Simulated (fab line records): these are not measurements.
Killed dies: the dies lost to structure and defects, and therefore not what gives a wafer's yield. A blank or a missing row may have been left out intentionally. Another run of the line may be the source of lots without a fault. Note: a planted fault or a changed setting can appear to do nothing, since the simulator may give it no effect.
Problem report in the 8D (eight disciplines) form, filled by code + flow ritCmos + the parts of the form that need people (team, actions taken, sign-off) are left out

== 1. THE ISSUE ==
Across 6 wafers from 2 lots, ACTIVE_OXIDE_THK at RIT_ACTIVE_THK_MEAS_02 averages 41.7 nm, while fault-free wafers read 47.5 nm with a standard deviation of 0.85. That puts it -6.9 standard deviations away from the usual mean.
First seen on wafer L713.3, day 3 09:04, on filmMetro-04. Wafers with a number at this step in the record: 39, from 13 lots. Rule for "out", or "out of limits": more than 4 standard deviations from the usual mean. All remaining wafers that have a number are taken as sound.

== 2. WHAT IT IS, AND WHAT IT ISN'T ==
| question                    | is                     | is not                                                                                                        |
|-----------------------------|------------------------|---------------------------------------------------------------------------------------------------------------|
| which readings at this step | ACTIVE_OXIDE_THK       | -                                                                                                             |
| which lots                  | L713, L715             | L704, L705, L706, L716, L717, L718, L719, L721, L722, L724, L726                                              |
| which wafers of those lots  | all that have a number | -                                                                                                             |
| read on which gauges        | filmMetro-04           | filmMetro-02, filmMetro-03                                                                                    |
| when                        | from day 3 09:04       | up to then (9 sound wafers); but 24 sound wafers of L716, L717, L718, L719, L721, L722, L724, L726 came after |

== 3. WHAT RULES OUT EACH SUSPECT ==
Counting: a tool at a process step up to the reading stays a suspect if it ran every lot that is out and no sound lot after the first of them.
- the gauge at RIT_ACTIVE_THK_MEAS_02: kept. All the wafers that are out were read on filmMetro-04, and no step on other tools shows them out.
- furnace-01 at RIT_ACTIVE_OXIDATION_01 (target thk 46.8 nm, ox time 3360 s): kept. Every lot that is out went through it, starting with L713 (day 3 07:07), and after that it ran no sound lot; the last sound lot it ran before then is L706 (day 1 20:39).
Left after counting: furnace-01 at RIT_ACTIVE_OXIDATION_01, filmMetro-04 at RIT_ACTIVE_THK_MEAS_02.

== 4. THE CAUSE (what the simulator had put in) ==
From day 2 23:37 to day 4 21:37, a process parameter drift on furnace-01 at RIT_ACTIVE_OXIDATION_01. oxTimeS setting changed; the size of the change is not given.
Of the 2 suspects that counting leaves, this tool is one.

== 5. SEQUENCE OF EFFECTS, ordered by route ==
Rows list readings where the struck wafers' mean (over those with a number) sits beyond 3 standard deviations from the usual. Only readings whose record carries a usual standard deviation are examined. hours: median over the lots of the time between each lot's start at the first step of this table that gives one and its start at this step. sigmas: the change, counted in usual standard deviations.
| hours | step                   | reading          | usual   | on struck wafers | change | sigmas |
|-------|------------------------|------------------|---------|------------------|--------|--------|
| 0     | RIT_ACTIVE_THK_MEAS_02 | ACTIVE_OXIDE_THK | 47.5 nm | 41.7             | -5.8   | -6.9   |
Later measuring or inspecting steps at which every struck wafer that the step has a row for has a number for every such reading, and none has moved that far: RIT_NWELL_OVL_MEAS_06, RIT_PWELL_TW_MEAS_10.

== 6. HOW IT WOULD HAVE BEEN CAUGHT EARLIER ==
The first out-of-limits reading at a measuring or inspecting step in this record came at day 3 09:04, 9 hours after the fault's start at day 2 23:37.
No tool reading at RIT_ACTIVE_OXIDATION_01 that has a usual standard deviation in the record was out on any struck wafer, so an alarm limit of 4 standard deviations on those readings would not have fired.
Among the 2 lots that are out, L715 began RIT_ACTIVE_OXIDATION_01 on furnace-01 after day 3 09:04. It would have been spared by a hold on the tool at that moment.
